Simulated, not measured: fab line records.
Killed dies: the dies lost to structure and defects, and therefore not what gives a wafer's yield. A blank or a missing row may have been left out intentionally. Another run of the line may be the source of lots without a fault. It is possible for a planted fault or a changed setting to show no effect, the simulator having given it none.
The tool behind it: which one? | flow berkeleyCmos170 | Sampling: 24 lots, 72 wafers, 5 of 331 route steps

## WHAT EACH GAUGE READ, for each wafer
UCB170_START_BOW_MEAS_00.
lot  | measured    | on           | INCOMING_BOW (um)
L074 | day 1 10:01 | filmMetro-01 | -6 -5 1
L075 | day 1 15:01 | filmMetro-03 | -8 1 -2
L076 | day 1 20:01 | filmMetro-02 | 1 -11 3
L077 | day 2 01:01 | filmMetro-02 | 4 -2 -1
L078 | day 2 06:01 | filmMetro-02 | 3 8 9
L079 | day 2 11:00 | filmMetro-02 | -2 -1 2
L080 | day 2 16:00 | filmMetro-03 | -3 -3 7
L081 | day 2 21:00 | filmMetro-03 | -3 -6 -3
L082 | day 3 02:00 | filmMetro-01 | -3 -6 -8
L083 | day 3 07:01 | filmMetro-01 | -7 8 -4
L084 | day 3 12:00 | filmMetro-02 | -6 3 5
L085 | day 3 17:00 | filmMetro-02 | 2 10 3
L086 | day 3 22:01 | filmMetro-01 | -5 -3 -2
L087 | day 4 03:01 | filmMetro-01 | 2 1 0
L088 | day 4 08:00 | filmMetro-03 | 1 -5 5
L089 | day 4 13:01 | filmMetro-03 | 10 -9 -5
L090 | day 4 18:02 | filmMetro-03 | -4 -3 -3
L091 | day 4 23:00 | filmMetro-03 | -1 -1 -10
L092 | day 5 04:04 | filmMetro-01 | 5 -2 -1
L093 | day 5 09:01 | filmMetro-01 | -2 1 3
L094 | day 5 14:00 | filmMetro-02 | 6 -5 -5
L095 | day 5 19:00 | filmMetro-01 | 13 -7 -1
L096 | day 6 00:00 | filmMetro-03 | -6 -1 4
L097 | day 6 05:00 | filmMetro-01 | -3 -5 -2

UCB170_PFIELD_TW_MEAS_09.
lot  | measured    | on           | PFIELD_TW
L074 | day 4 15:54 | filmMetro-04 | 601.1 598.6 601.7
L075 | day 4 16:01 | filmMetro-01 | 596.1 599.4 595.8
L076 | day 4 16:44 | filmMetro-02 | 600.5 600.6 598.5
L077 | day 4 20:31 | filmMetro-01 | 599.7 600.9 598.5
L078 | day 5 03:16 | filmMetro-02 | 601.3 601.5 599.8
L079 | day 5 02:59 | filmMetro-04 | 596.9 596.4 596.0
L080 | day 5 14:28 | filmMetro-04 | 597.7 596.6 602.7
L081 | day 5 14:11 | filmMetro-04 | 599.0 597.5 596.8
L082 | day 6 04:41 | filmMetro-02 | 598.6 599.8 602.2
L083 | day 6 05:28 | filmMetro-01 | 601.7 602.0 599.5
L084 | day 6 09:41 | filmMetro-02 | 597.3 599.8 598.7
L085 | day 6 12:06 | filmMetro-02 | 601.2 600.4 600.0
L086 | day 6 10:05 | filmMetro-04 | 599.1 597.4 596.7
L087 | day 6 11:50 | filmMetro-04 | 600.8 599.2 596.6
L088 | day 7 07:44 | filmMetro-02 | 596.2 603.7 602.0
L089 | day 7 08:42 | filmMetro-02 | 597.6 602.8 602.9
L090 | day 7 08:56 | filmMetro-02 | 603.4 601.6 599.8
L091 | day 7 15:47 | filmMetro-02 | 600.8 597.7 597.7
L092 | day 8 03:25 | filmMetro-01 | 597.2 599.9 600.2
L093 | day 8 03:08 | filmMetro-01 | 598.4 598.8 595.9
L094 | day 8 09:39 | filmMetro-04 | 599.6 597.6 598.9
L095 | day 8 23:36 | filmMetro-04 | 598.1 597.8 596.2
L096 | day 8 14:36 | filmMetro-02 | 597.7 600.5 598.0
L097 | day 8 23:58 | filmMetro-01 | 599.2 596.4 601.1

UCB170_SDANNEAL_RS_MEAS_03: measurement is done with a four-point probe.
lot  | measured     | on           | NSD_RS (ohm/sq)
L074 | day 6 19:58  | filmMetro-03 | 37.25 37.26 37.36
L075 | day 6 21:01  | filmMetro-02 | 37.28 37.24 37.23
L076 | day 6 20:23  | filmMetro-02 | 37.22 37.18 37.30
L077 | day 6 20:44  | filmMetro-03 | 37.25 37.29 37.23
L078 | day 7 05:07  | filmMetro-02 | 37.33 37.19 37.30
L079 | day 7 04:52  | filmMetro-01 | 37.45 37.44 37.44
L080 | day 7 19:02  | filmMetro-03 | 37.32 37.27 37.33
L081 | day 7 18:29  | filmMetro-01 | 37.33 37.33 37.25
L082 | day 8 11:44  | filmMetro-01 | 37.23 37.26 37.36
L083 | day 8 10:47  | filmMetro-02 | 37.44 37.31 37.32
L084 | day 8 11:47  | filmMetro-03 | 37.38 37.31 37.39
L085 | day 8 11:17  | filmMetro-03 | 37.11 37.23 37.29
L086 | day 8 11:05  | filmMetro-01 | 37.41 37.37 37.44
L087 | day 8 11:19  | filmMetro-02 | 37.27 37.18 37.21
L088 | day 9 09:22  | filmMetro-01 | 37.22 37.23 37.35
L089 | day 9 09:53  | filmMetro-03 | 37.30 37.31 37.39
L090 | day 9 09:26  | filmMetro-03 | 37.25 37.25 37.20
L091 | day 9 20:34  | filmMetro-01 | 37.28 37.37 37.30
L092 | day 10 14:59 | filmMetro-03 | 37.23 37.30 37.26
L093 | day 10 14:56 | filmMetro-01 | 37.36 37.41 37.36
L094 | day 11 06:52 | filmMetro-03 | 37.39 37.35 37.25
L095 | day 11 14:36 | filmMetro-01 | 37.38 37.34 37.42
L096 | day 11 06:52 | filmMetro-02 | 37.34 37.31 37.27
L097 | day 11 14:36 | filmMetro-02 | 37.31 37.25 37.23

UCB170_M1_CD_MEAS_09 targets a cd of 700 nm.
lot  | measured     | on       | cdNm (nm)
L074 | day 7 02:43  | cdSem-02 | 699.9 701.5 700.1
L075 | day 7 04:22  | cdSem-02 | 698.4 698.5 699.6
L076 | day 7 04:01  | cdSem-02 | 700.0 700.2 698.4
L077 | day 7 04:58  | cdSem-02 | 701.8 701.2 699.6
L078 | day 7 14:10  | cdSem-02 | 701.4 701.6 700.7
L079 | day 7 12:58  | cdSem-02 | 699.5 699.7 699.9
L080 | day 8 08:37  | cdSem-01 | 698.7 700.0 700.8
L081 | day 8 02:10  | cdSem-01 | 699.2 697.0 698.7
L082 | day 8 20:58  | cdSem-01 | 696.3 696.5 697.9
L083 | day 8 17:46  | cdSem-02 | 699.4 700.1 701.2
L084 | day 8 21:05  | cdSem-01 | 699.6 698.6 700.1
L085 | day 8 20:32  | cdSem-02 | 699.5 698.8 700.3
L086 | day 8 20:16  | cdSem-01 | 698.5 699.1 699.6
L087 | day 8 20:37  | cdSem-01 | 699.9 698.9 700.6
L088 | day 9 16:05  | cdSem-01 | 697.9 697.4 697.5
L089 | day 9 18:19  | cdSem-02 | 698.6 700.1 698.8
L090 | day 9 16:40  | cdSem-01 | 698.3 698.8 698.2
L091 | day 10 03:28 | cdSem-01 | 700.7 701.7 700.4
L092 | day 11 00:50 | cdSem-01 | 700.5 699.8 699.6
L093 | day 11 00:49 | cdSem-02 | 700.9 701.2 701.7
L094 | day 11 17:43 | cdSem-02 | 700.4 699.5 699.5
L095 | day 12 03:52 | cdSem-02 | 700.0 700.1 700.3
L096 | day 11 17:40 | cdSem-01 | 696.3 698.1 696.8
L097 | day 11 22:10 | cdSem-01 | 698.4 698.7 699.1

## WHICH TOOL RAN EACH LOT (tool, then ch and the chambers of the sampled wafers, then the start)
lot  | UCB170_ZERO_STRIP_07
L074 | plasmaAsher-01 ch 0,1, day 2 00:03
L075 | plasmaAsher-01 ch 0, day 2 03:58
L076 | plasmaAsher-02 ch 0,1, day 2 04:14
L077 | plasmaAsher-04 ch 0,1, day 2 11:43
L078 | plasmaAsher-02 ch 0,1, day 2 18:10
L079 | plasmaAsher-04 ch 0,1, day 2 22:22
L080 | plasmaAsher-04 ch 0,1, day 3 02:21
L081 | plasmaAsher-04 ch 0,1, day 3 05:02
L082 | plasmaAsher-01 ch 0,1, day 3 13:15
L083 | plasmaAsher-02 ch 0,1, day 3 15:02
L084 | plasmaAsher-04 ch 0,1, day 3 21:22
L085 | plasmaAsher-04 ch 0,1, day 4 04:44
L086 | plasmaAsher-01 ch 0,1, day 4 05:05
L087 | plasmaAsher-01 ch 0,1, day 4 08:37
L088 | plasmaAsher-02 ch 0,1, day 4 17:40
L089 | plasmaAsher-02 ch 0,1, day 4 21:35
L090 | plasmaAsher-04 ch 0,1, day 5 01:42
L091 | plasmaAsher-01 ch 0,1, day 5 11:00
L092 | plasmaAsher-01 ch 0,1, day 5 12:57
L093 | plasmaAsher-01 ch 0,1, day 5 15:00
L094 | plasmaAsher-01 ch 0,1, day 5 20:41
L095 | plasmaAsher-04 ch 0, day 6 05:29
L096 | plasmaAsher-02 ch 0,1, day 6 06:41
L097 | plasmaAsher-01 ch 0,1, day 6 12:07
- UCB170_ZERO_STRIP_07: strips in O2.

## WHAT THE TOOLS THEMSELVES READ (means of the sampled wafers that have a number; where no wafer has one, the mark that the record gives instead)
UCB170_ZERO_STRIP_07.
lot  | tool           | chamberPressureMTorr (mTorr) | drypumpMotorCurrentA (A) | oesProductAu (a.u.) | stripTimeToEndpointS (s)
L074 | plasmaAsher-01 | 3502                         | 5.52                     | 0.730               | 21.47
L075 | plasmaAsher-01 | 3500                         | 5.52                     | 0.724               | 21.54
L076 | plasmaAsher-02 | 3499                         | 6.02                     | 0.727               | 21.44
L077 | plasmaAsher-04 | 3498                         | 6.08                     | 0.734               | 21.54
L078 | plasmaAsher-02 | 3496                         | 5.96                     | 0.723               | 21.54
L079 | plasmaAsher-04 | 3496                         | 5.94                     | 0.726               | 21.54
L080 | plasmaAsher-04 | 3501                         | 6.07                     | 0.725               | 21.47
L081 | plasmaAsher-04 | 3500                         | 5.94                     | 0.726               | 21.59
L082 | plasmaAsher-01 | 3498                         | 5.56                     | 0.729               | 21.49
L083 | plasmaAsher-02 | 3501                         | 5.99                     | 0.728               | 21.57
L084 | plasmaAsher-04 | 3502                         | 6.07                     | 0.726               | 21.56
L085 | plasmaAsher-04 | 3499                         | 6.08                     | 0.727               | 21.52
L086 | plasmaAsher-01 | 3499                         | 5.56                     | 0.727               | 21.57
L087 | plasmaAsher-01 | 3498                         | 5.56                     | 0.726               | 21.68
L088 | plasmaAsher-02 | 3499                         | 6.02                     | 0.722               | 21.49
L089 | plasmaAsher-02 | 3503                         | 6.03                     | 0.723               | 21.46
L090 | plasmaAsher-04 | 3502                         | 5.96                     | 0.729               | 21.56
L091 | plasmaAsher-01 | 3498                         | 5.57                     | 0.724               | 21.59
L092 | plasmaAsher-01 | 3499                         | 5.54                     | 0.729               | 21.41
L093 | plasmaAsher-01 | 3501                         | 5.56                     | 0.727               | 21.59
L094 | plasmaAsher-01 | 3498                         | 5.57                     | 0.722               | 21.53
L095 | plasmaAsher-04 | 3498                         | 5.81                     | 0.727               | 21.51
L096 | plasmaAsher-02 | 3500                         | 5.97                     | 0.724               | 21.47
L097 | plasmaAsher-01 | 3504                         | 5.53                     | 0.730               | 21.46

## THE ANSWER, worked out from the rows above alone
Rule: usual is defined by the lots themselves. The widest of any qualifying gaps counts: lots, ordered by their means at a reading, are off when they make up no more than a third of the lots, leave a main group of 4 or more, and stand apart from it by 3 or more times the standard deviation of that group's means. The tables above print the reading to a certain number of digits; a main group whose means all agree to those digits is not used. A lot without any number at a reading at which 4 lots or more have one is off too. Where the step has rows for the other lots, those lots are counted as sound. After the gauges, taken in route order, come the tools' own readings; for these a lot's mean is taken, as printed above. At the first step where some lot is off, the reading lying furthest off is the one used; lots without a number count as furthest.
Nothing can be told from this: no lot is off at any reading shown.

## WHAT THE SIMULATOR HAD INSERTED
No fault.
